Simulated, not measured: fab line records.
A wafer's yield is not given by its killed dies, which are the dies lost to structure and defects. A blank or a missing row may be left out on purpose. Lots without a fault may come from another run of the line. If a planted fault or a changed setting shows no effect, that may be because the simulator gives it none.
A sampling plan put to the test -- flow ritCmos -- one fab line, 42 faults that these records tell of, each judged on the records of the lots that it struck; 1 more is left out, because the records don't allow judging it
The line's own looks make up the plan; these are the steps of the route where a gauge or inspection reads the wafer and leaves it unchanged. A look is open to judgement when struck wafers have a number at it and the file gives its usual mean and standard deviation on fault-free wafers. Caught: the struck wafers' mean, at a look after the fault's first step, is 4 or more of those standard deviations (sigma) away from the usual mean. On the tool: here the same test is run on the tool's own readings at the fault's steps. It also counts as caught if the struck wafers ran another recipe or if their record alone is blank.

THE FAULTS, as the simulator had put them in
1. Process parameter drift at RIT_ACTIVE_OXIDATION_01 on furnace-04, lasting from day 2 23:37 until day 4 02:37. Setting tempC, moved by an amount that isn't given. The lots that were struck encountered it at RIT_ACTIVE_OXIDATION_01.
2. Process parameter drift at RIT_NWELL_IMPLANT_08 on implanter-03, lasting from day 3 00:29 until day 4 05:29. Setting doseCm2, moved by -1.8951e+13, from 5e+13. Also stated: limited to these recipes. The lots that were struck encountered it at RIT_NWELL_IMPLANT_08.
3. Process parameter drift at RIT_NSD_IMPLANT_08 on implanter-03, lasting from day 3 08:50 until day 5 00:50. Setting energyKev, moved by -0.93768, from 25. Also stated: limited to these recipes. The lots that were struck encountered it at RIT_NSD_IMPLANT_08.
4. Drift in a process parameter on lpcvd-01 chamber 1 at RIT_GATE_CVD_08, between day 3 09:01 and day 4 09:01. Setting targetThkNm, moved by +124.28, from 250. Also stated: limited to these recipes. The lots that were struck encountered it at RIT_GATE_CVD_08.
5. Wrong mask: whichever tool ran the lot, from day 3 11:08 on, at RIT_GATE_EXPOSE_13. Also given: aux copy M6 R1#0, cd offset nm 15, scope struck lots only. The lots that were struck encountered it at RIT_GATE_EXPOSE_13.
6. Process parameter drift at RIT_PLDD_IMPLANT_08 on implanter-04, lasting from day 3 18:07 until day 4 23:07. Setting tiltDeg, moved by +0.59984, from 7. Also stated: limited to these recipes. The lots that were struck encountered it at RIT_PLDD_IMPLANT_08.
7. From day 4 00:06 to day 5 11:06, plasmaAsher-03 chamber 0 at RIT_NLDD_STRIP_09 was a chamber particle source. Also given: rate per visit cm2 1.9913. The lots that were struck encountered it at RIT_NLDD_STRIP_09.
8. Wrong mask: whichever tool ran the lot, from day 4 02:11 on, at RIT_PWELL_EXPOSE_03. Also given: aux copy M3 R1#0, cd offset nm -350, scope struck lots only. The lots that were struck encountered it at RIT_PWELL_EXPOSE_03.
9. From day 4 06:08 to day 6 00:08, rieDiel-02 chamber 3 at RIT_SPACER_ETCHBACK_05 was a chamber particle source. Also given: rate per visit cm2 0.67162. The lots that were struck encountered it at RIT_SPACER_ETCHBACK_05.
10. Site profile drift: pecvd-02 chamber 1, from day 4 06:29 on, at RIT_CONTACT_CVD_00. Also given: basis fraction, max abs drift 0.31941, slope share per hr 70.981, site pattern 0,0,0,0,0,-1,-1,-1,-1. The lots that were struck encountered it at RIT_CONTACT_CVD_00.
11. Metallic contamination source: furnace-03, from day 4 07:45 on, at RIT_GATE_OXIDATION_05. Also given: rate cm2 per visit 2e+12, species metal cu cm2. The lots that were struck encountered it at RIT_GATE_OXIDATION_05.
12. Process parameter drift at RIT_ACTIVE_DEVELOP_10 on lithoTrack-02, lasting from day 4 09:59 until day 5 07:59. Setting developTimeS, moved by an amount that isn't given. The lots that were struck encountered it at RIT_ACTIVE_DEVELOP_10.
13. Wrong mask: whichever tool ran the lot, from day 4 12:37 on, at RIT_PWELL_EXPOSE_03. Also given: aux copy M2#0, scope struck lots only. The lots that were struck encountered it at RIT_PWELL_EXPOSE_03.
14. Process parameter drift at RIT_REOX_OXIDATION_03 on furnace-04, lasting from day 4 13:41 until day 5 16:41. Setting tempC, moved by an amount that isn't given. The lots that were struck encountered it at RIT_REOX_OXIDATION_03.
15. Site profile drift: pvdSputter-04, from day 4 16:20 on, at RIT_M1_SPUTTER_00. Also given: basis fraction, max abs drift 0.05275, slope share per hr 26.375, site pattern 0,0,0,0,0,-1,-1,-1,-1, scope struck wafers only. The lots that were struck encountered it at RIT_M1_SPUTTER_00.
16. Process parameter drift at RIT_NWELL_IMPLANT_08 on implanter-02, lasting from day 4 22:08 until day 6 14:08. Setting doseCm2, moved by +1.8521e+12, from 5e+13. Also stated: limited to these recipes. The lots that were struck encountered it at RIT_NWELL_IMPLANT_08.
17. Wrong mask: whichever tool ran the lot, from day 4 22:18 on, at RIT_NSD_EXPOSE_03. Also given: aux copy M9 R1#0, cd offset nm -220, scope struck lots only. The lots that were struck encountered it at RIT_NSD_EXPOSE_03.
18. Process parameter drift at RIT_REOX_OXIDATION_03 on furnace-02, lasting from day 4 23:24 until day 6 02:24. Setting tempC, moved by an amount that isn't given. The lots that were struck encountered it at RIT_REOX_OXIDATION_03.
19. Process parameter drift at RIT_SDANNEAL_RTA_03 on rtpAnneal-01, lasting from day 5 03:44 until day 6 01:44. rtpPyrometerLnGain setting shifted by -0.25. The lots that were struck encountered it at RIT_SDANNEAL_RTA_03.
20. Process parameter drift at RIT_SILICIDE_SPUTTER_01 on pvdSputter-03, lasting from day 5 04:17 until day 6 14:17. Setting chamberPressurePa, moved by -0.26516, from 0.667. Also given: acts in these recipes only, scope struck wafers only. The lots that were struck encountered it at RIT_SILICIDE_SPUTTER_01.
21. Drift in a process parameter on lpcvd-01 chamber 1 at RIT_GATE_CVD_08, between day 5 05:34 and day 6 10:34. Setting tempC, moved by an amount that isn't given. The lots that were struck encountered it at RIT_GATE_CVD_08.
22. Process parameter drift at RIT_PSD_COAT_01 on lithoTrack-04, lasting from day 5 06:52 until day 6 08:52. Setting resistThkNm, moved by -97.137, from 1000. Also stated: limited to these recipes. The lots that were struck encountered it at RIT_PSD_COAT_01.
23. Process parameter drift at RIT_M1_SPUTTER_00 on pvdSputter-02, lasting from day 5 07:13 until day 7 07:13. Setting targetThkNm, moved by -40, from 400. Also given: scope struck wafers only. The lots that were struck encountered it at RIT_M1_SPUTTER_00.
24. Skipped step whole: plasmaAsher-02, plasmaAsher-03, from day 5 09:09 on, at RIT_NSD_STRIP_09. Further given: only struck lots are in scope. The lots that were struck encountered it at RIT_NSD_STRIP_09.
25. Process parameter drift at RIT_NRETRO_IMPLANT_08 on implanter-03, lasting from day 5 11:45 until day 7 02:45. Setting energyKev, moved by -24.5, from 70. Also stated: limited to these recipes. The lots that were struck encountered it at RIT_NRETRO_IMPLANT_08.
26. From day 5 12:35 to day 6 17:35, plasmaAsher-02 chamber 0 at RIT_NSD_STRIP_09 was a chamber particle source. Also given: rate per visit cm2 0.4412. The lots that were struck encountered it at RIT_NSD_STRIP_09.
27. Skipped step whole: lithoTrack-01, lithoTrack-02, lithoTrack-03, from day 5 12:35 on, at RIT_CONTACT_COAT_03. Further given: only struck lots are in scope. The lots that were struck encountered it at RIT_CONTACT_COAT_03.
28. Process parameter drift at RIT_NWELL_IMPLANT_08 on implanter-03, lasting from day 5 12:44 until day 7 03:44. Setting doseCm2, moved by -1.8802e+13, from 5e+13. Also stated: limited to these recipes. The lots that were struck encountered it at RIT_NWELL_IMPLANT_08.
29. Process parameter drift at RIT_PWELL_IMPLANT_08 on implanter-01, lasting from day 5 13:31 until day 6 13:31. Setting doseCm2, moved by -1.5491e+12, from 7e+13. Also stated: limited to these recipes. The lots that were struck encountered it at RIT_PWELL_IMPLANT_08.
30. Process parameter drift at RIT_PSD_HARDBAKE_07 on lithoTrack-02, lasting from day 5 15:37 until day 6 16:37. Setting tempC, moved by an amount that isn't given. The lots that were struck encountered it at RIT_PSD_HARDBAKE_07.
31. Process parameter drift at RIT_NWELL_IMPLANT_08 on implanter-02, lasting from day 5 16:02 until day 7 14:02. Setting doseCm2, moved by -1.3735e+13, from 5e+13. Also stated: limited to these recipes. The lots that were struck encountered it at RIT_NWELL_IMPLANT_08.
32. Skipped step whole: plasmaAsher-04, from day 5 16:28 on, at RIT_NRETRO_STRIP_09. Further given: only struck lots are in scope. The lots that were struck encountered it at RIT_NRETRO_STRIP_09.
33. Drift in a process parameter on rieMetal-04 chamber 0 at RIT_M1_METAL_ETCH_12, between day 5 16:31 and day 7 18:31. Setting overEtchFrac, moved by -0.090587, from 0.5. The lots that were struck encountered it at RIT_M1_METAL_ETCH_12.
34. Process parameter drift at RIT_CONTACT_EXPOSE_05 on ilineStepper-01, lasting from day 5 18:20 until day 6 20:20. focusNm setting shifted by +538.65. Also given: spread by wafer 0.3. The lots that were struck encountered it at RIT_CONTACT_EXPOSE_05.
35. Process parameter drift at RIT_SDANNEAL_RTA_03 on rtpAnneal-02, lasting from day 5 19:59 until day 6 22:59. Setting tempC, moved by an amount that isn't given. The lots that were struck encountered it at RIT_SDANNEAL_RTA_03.
36. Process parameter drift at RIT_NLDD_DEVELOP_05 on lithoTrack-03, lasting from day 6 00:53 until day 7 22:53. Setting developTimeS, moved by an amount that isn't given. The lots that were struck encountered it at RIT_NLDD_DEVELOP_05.
37. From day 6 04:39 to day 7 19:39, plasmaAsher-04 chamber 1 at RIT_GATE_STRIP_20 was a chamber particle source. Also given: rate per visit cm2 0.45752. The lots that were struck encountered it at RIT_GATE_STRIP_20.
38. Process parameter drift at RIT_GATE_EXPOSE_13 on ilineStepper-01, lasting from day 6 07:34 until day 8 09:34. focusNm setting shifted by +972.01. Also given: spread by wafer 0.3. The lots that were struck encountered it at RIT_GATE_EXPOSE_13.
39. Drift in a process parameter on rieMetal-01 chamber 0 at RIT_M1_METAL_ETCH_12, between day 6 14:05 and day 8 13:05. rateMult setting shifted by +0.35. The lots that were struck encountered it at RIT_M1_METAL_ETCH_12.
40. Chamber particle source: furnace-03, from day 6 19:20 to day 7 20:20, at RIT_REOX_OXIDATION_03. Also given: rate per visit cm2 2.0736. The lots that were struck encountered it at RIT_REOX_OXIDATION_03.
41. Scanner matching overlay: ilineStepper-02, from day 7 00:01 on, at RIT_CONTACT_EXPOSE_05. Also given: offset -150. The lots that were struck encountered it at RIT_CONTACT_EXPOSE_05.
42. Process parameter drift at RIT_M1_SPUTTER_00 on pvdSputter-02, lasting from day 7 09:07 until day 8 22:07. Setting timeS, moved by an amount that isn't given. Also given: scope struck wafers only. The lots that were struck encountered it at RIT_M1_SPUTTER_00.

WHAT THE PLAN SAW
fault,on the tool itself,first look that catches it,"reading, sigma",median hours from its first step to that look,hours from the fault's start to the first struck lot there,judged looks passed uncaught
1,tubeCenterTempC +99 or beyond sigma,RIT_ACTIVE_THK_MEAS_02,ACTIVE_OXIDE_THK +15,1.9,4,0
2,doseIonsCm2 -99 or beyond sigma,RIT_NWELL_TW_MEAS_10,NWELL_TW -12,0.3,3,0
3,beamEnergyKeV -99 or beyond sigma,no look after it can be judged,-,-,-,0
4,no reading that can be judged,RIT_GATE_THK_MEAS_09,GATE_POLY_THK +51,1.6,4,0
5,no reading that can be judged,RIT_GATE_CD_MEAS_16,cdNm +7.1,0.4,3,0
6,tiltDeg +33 sigma,no look after it can be judged,-,-,-,0
7,under 2 sigma,no look after it can be judged,-,-,-,0
8,under 2 sigma,no look after it can be judged,-,-,-,0
9,under 2 sigma,no look after it can be judged,-,-,-,0
10,under 2 sigma,RIT_CONTACT_THK_MEAS_01,CONTACT_TEOS_THK -12,0.1,7,0
11,no reading that can be judged,none of the 7 looks that can be judged after it,-,-,-,7
12,under 2 sigma,RIT_ACTIVE_CD_MEAS_11,cdNm +18,0.6,3,0
13,under 2 sigma,RIT_PWELL_TW_MEAS_10,PWELL_TW -99 or beyond,1.0,4,0
14,tubeCenterTempC +98 sigma,RIT_REOX_THK_MEAS_04,REOX_OXIDE_THK +4.7,2.6,0,0
15,under 2 sigma,none of the 2 looks that can be judged after it,"strongest: M1_AL_THK at RIT_M1_THK_MEAS_02, -3.5",-,-,2
16,doseIonsCm2 +33 sigma,RIT_WELLDRIVE_RS_MEAS_01,NWELL_RS -7.0,7.4,10,0
17,no reading that can be judged,no look after it can be judged,-,-,-,0
18,tubeCenterTempC +99 or beyond sigma,RIT_REOX_THK_MEAS_04,REOX_OXIDE_THK +10,2.6,5,0
19,under 2 sigma,RIT_SDANNEAL_RS_MEAS_04,PSD_RS -62,0.1,5,0
20,chamberPressurePa -99 or beyond sigma,RIT_SILICIDE_RS_MEAS_02,SILICIDE_TI_RS -40,0.1,5,0
21,susceptorTempC +54 sigma,RIT_GATE_THK_MEAS_09,GATE_POLY_THK +43,1.6,4,0
22,no reading that can be judged,not the one look that can be judged after it,-,-,-,1
23,under 2 sigma,RIT_M1_RS_MEAS_01,M1_AL_RS +11,0.3,5,0
24,the tool's record is blank for the struck wafers,RIT_PSD_TW_MEAS_10,PSD_TW -99 or beyond,1.6,4,0
25,beamEnergyKeV -99 or beyond sigma,RIT_NRETRO_TW_MEAS_10,NRETRO_TW -12,0.3,2,0
26,under 2 sigma,no look after it can be judged,-,-,-,0
27,the tool's record is blank for the struck wafers,no look after it can be judged,-,-,-,0
28,doseIonsCm2 -99 or beyond sigma,RIT_NWELL_TW_MEAS_10,NWELL_TW -12,0.3,8,0
29,doseIonsCm2 -22 sigma,RIT_WELLDRIVE_RS_MEAS_02,PWELL_RS +6.5,5.6,16,0
30,heaterPowerTotalW +80 sigma,no look after it can be judged,-,-,-,0
31,doseIonsCm2 -99 or beyond sigma,RIT_NWELL_TW_MEAS_10,NWELL_TW -10,0.3,7,0
32,the tool's record is blank for the struck wafers,RIT_PRETRO_TW_MEAS_10,PRETRO_TW -67,1.8,4,0
33,under 2 sigma,no look after it can be judged,-,-,-,0
34,exposureDoseMJCm2 -11 sigma,RIT_CONTACT_CD_MEAS_08,cdNm +8.8,0.5,10,0
35,wafer_temp_C_max +29 sigma,RIT_SDANNEAL_RS_MEAS_04,PSD_RS -69,0.1,6,0
36,under 2 sigma,RIT_NLDD_TW_MEAS_10,NLDD_TW -99 or beyond,0.9,1,0
37,under 2 sigma,none of the 2 looks that can be judged after it,-,-,-,2
38,no reading that can be judged,no look after it can be judged,-,-,-,0
39,under 2 sigma,RIT_M1_CD_MEAS_90,cdNm -4.2,0.5,21,0
40,under 2 sigma,no look after it can be judged,-,-,-,0
41,no reading that can be judged,RIT_CONTACT_OVL_MEAS_09,CONTACT_OVL -88,0.6,7,0
42,under 2 sigma,RIT_M1_RS_MEAS_01,M1_AL_RS -5.0,0.3,4,0
A dash: the fault isn't caught, or these records don't give the number.

Caught at a look: 26 of 42. Caught on the tool: 19 of 42. By one or the other: 30 of 42.
On the tool alone, faults 3, 6, 27, 30 were caught.
Caught at a look alone: faults 4, 5, 10, 12, 13, 19, 23, 36, 39, 41, 42.
Caught by neither: faults 7, 8, 9, 11, 15, 17, 22, 26, 33, 37, 38, 40.

THINNER SAMPLING
If the look that catches a fault measured only every second or every third lot, by lot number, the first struck lot would be measured this late in the worst case:
fault,"struck lots at that look, in order of time",every lot,every second lot,every third lot
1,"L746, L747, L749",4 h,9 h,may miss all 3
2,"L518, L522",3 h,may miss all 2,may miss all 2
4,"L571, L572",4 h,8 h,may miss all 2
5,L573,3 h,may miss it,may miss it
10,L660,7 h,may miss it,may miss it
12,"L974, L976, L977",3 h,18 h,may miss all 3
13,L649,4 h,may miss it,may miss it
14,"L713, L714",0 h,5 h,may miss all 2
16,"L427, L429",10 h,may miss all 2,may miss all 2
18,"L833, L834",5 h,11 h,may miss all 2
19,"L535, L537",5 h,may miss all 2,may miss all 2
20,L400,5 h,may miss it,may miss it
21,L359,4 h,may miss it,may miss it
23,"L222, L226",5 h,may miss all 2,may miss all 2
24,"L293, L294, L295",4 h,10 h,17 h
25,"L238, L240",2 h,may miss all 2,may miss all 2
28,"L239, L241",8 h,may miss all 2,may miss all 2
29,"L855, L857",16 h,may miss all 2,may miss all 2
31,"L441, L443",7 h,may miss all 2,may miss all 2
32,"L355, L356, L357",4 h,15 h,17 h
34,L719,10 h,may miss it,may miss it
35,"L361, L363",6 h,may miss all 2,may miss all 2
36,"L907, L909",1 h,may miss all 2,may miss all 2
39,L437,21 h,may miss it,may miss it
41,"L526, L528",7 h,may miss all 2,may miss all 2
42,L324,4 h,may miss it,may miss it
Hours count from the start of the fault until the first struck lot that is measured. 4 sigma limit: tested on the pooled struck wafers, so a lone lot may be under it. Other struck lots may not be in these records.

THE LONGEST TIMED WAY FROM STEP TO LOOK
Fault 16: a median of 7.4 hours passes between RIT_NWELL_IMPLANT_08 and RIT_WELLDRIVE_RS_MEAS_01. No look between them can be judged.
